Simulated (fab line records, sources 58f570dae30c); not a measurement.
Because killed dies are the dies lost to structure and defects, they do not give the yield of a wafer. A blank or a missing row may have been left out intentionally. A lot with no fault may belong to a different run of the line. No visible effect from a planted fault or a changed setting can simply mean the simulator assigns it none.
A lot that was struck, set against a sound lot || flow berkeley_cmos170 || 15 out of 331 route steps
Sound: the wafers L338.2, L338.3, L338.6. Struck: wafers L346.1, L346.2, L346.3. The cause is named last.
At each step with rows: each side's tool, then ch and its chambers, then its first start. Under that, the readings that differ: sound wafers || struck wafers || difference of the means || sigmas: that difference in standard deviations of wafers without a fault.
alike: same words and numbers on both sides, and readings whose means sit less than 2 such deviations apart. not compared: any withheld reading, any reading some wafer has no value for, any bound like >300 that may hide the same value, and any number with overlapping values for which the record gives no deviation.
The two part at a step that has a row with sigmas, a row that says differs or no value, or rows on one side only. When numbers do not overlap yet have no deviation, they are printed without sigmas and do not part them. A reading that every wafer of one side lacks parts them only if that side has two wafers or more.

UCB170_ACTIVE_THK_MEAS_03:
  sound on film_metro-02, day 5 22:41; struck on film_metro-02, day 7 04:43
  alike: ACTIVE_OXIDE_THK
then, 2 steps without rows for these wafers: UCB170_ACTIVE_ANNEAL_04 (time 900 s); UCB170_ACTIVE_CVD_05 (deposits Si3N4 from SiH2Cl2/NH3, target thk 220 nm, time 3300 s).
UCB170_ACTIVE_THK_MEAS_06:
  sound on film_metro-02, day 6 05:21; struck on film_metro-02, day 7 11:13
  alike: ACTIVE_NITRIDE_THK
then, 6 steps without rows for these wafers: UCB170_ACTIVE_HMDS_07 (prime time 60 s); UCB170_ACTIVE_COAT_08 (resist thk 900 nm); UCB170_ACTIVE_SOFTBAKE_09 (time 60 s); UCB170_ACTIVE_EXPOSE_10 (exposes mask ACTIVE, target cd 1200 nm); UCB170_ACTIVE_PEB_11; UCB170_ACTIVE_DEVELOP_12 (develop time 45 s).
UCB170_ACTIVE_CD_MEAS_13 targets a cd of 1200 nm.
  sound on cd_sem-01, day 6 06:45; struck on cd_sem-01, day 7 12:14
{"reading": "cd_nm (nm)", "sound": "1198.0 1197.5 1197.3", "struck": "1202.1 1201.4 1201.6", "difference": "+4.1", "sigmas": "+3"}
UCB170_ACTIVE_OVL_MEAS_14:
  sound on overlay-01, day 6 06:51; struck on overlay-02, day 7 12:22
  alike: ACTIVE_OVL
UCB170_ACTIVE_ETCH_15: etches Si3N4 in CH3F/Ar/O2, stops on SiO2, target depth 242 nm, time 151 s.
  sound on rie_diel-04 ch 0,2, day 6 06:53; struck on rie_diel-04 ch 1,2,3, day 7 12:24
{"reading": "oes_product_au (a.u.)", "sound": "0.948 0.935 0.949", "struck": "0.853 0.864 0.849", "difference": -0.089, "sigmas": -7}
{"reading": "rf_fwd_power_W (W)", "sound": "446.2 448.4 448.7", "struck": "264.7 268.3 268.5", "difference": -180.6, "sigmas": "-99 or more"}
{"reading": "model.KrF_of_ACTIVE_COAT_08.thk_nm (nm)", "sound": "730.9 727.4 727.6", "struck": "771.4 767.5 768.7", "difference": "+40.6", "sigmas": ""}
{"reading": "model.etch.depth_nm (nm)", "sound": "220 218.4 219.6", "struck": "181.4 186.6 184.7", "difference": -35.1, "sigmas": ""}
  alike: drypump_motor_current_A, throttle_valve_pct
  not compared: rf_hours_counter_h, model.SiO2_of_ACTIVE_OXIDATION_02.thk_nm
UCB170_ACTIVE_STRIP_16: strips in O2.
  sound on plasma_asher-04 ch 1, day 6 06:59; struck on plasma_asher-03 ch 0,1, day 7 12:30
{"reading": "strip_time_to_endpoint_s (s)", "sound": "18.25 18.16 18.17", "struck": "19.21 19.13 19.14", "difference": "+0.97", "sigmas": "+11"}
  alike: drypump_motor_current_A, oes_product_au
  not compared: rf_hours_counter_h
UCB170_ACTIVE_CD_MEAS_90 targets a cd of 1200 nm.
  sound on cd_sem-02, day 6 07:06; struck on cd_sem-01, day 7 12:36
{"reading": "cd_nm (nm)", "sound": "1197.7 1197.3 1197.4", "struck": "1203.2 1202.3 1203.0", "difference": "+5.4", "sigmas": "+4"}

== WHERE THEY PART ==
Earliest at UCB170_ACTIVE_CD_MEAS_13; latest, in this record, at UCB170_ACTIVE_CD_MEAS_90.

WHY: what the simulator had put in
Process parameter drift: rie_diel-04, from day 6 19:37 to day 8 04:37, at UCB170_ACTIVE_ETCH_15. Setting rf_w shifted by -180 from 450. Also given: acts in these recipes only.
